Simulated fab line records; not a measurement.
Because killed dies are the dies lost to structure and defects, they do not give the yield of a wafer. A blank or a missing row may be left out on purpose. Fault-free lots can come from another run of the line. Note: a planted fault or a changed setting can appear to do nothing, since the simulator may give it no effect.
Matching of chambers / flow berkeley cmos170 / UCB170_GATE_ETCH_15 on rie si-02 has 4 sister chambers
The step etches poly-Si in HBr/Cl2, stops on SiO2, time 56.3 s, target depth 278.2 nm. 4 wafers are shown with their chamber, then 8 later ones without.

WAFERS PAIRED WITH THEIR CHAMBERS
wafer=L567.2; chamber=3; throttle valve pct (%)=26.27
wafer=L579.1; chamber=0; throttle valve pct (%)=26.41
wafer=L579.4; chamber=1; throttle valve pct (%)=26.76
wafer=L581.2; chamber=2; throttle valve pct (%)=26.63

WAFERS WHOSE CHAMBER IS MISSING
wafer=L581.4; throttle valve pct (%)=26.41
wafer=L581.5; throttle valve pct (%)=26.41
wafer=L583.1; throttle valve pct (%)=26.63
wafer=L583.2; throttle valve pct (%)=26.09
wafer=L583.3; throttle valve pct (%)=26.42
wafer=L584.1; throttle valve pct (%)=26.08
wafer=L584.4; throttle valve pct (%)=26.76
wafer=L584.5; throttle valve pct (%)=26.76

WHICH CHAMBER EACH ONE RAN IN
wafer=L581.4; from the rows above=can't be placed: 0 or 3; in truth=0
wafer=L581.5; from the rows above=can't be placed: 0 or 3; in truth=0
wafer=L583.1; from the rows above=can't be placed: 2 or 1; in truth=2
wafer=L583.2; from the rows above=can't be placed: 3 or 0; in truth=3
wafer=L583.3; from the rows above=can't be placed: 0 or 3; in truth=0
wafer=L584.1; from the rows above=can't be placed: 3 or 0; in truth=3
wafer=L584.4; from the rows above=can't be placed: 1 or 2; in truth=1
wafer=L584.5; from the rows above=can't be placed: 1 or 2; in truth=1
Placed correctly: 0 of 8. These rows do not allow placing 8 (true chamber among the candidates in 8). 0 placed wrongly.
How it was worked out, from the rows above alone: a wafer's distance from a chamber is the root of the sum, over the readings, of the square of ((its reading less the chamber's mean) divided by the reading's scatter). If the next closest chamber is less than 2 further off than the closest, the wafer can't be placed; otherwise it belongs to the closest. The mean given for a chamber averages the wafers shown for that chamber. The scatter: root of mean squared gap, hidden wafer to nearest shown wafer, with one shown wafer a chamber.
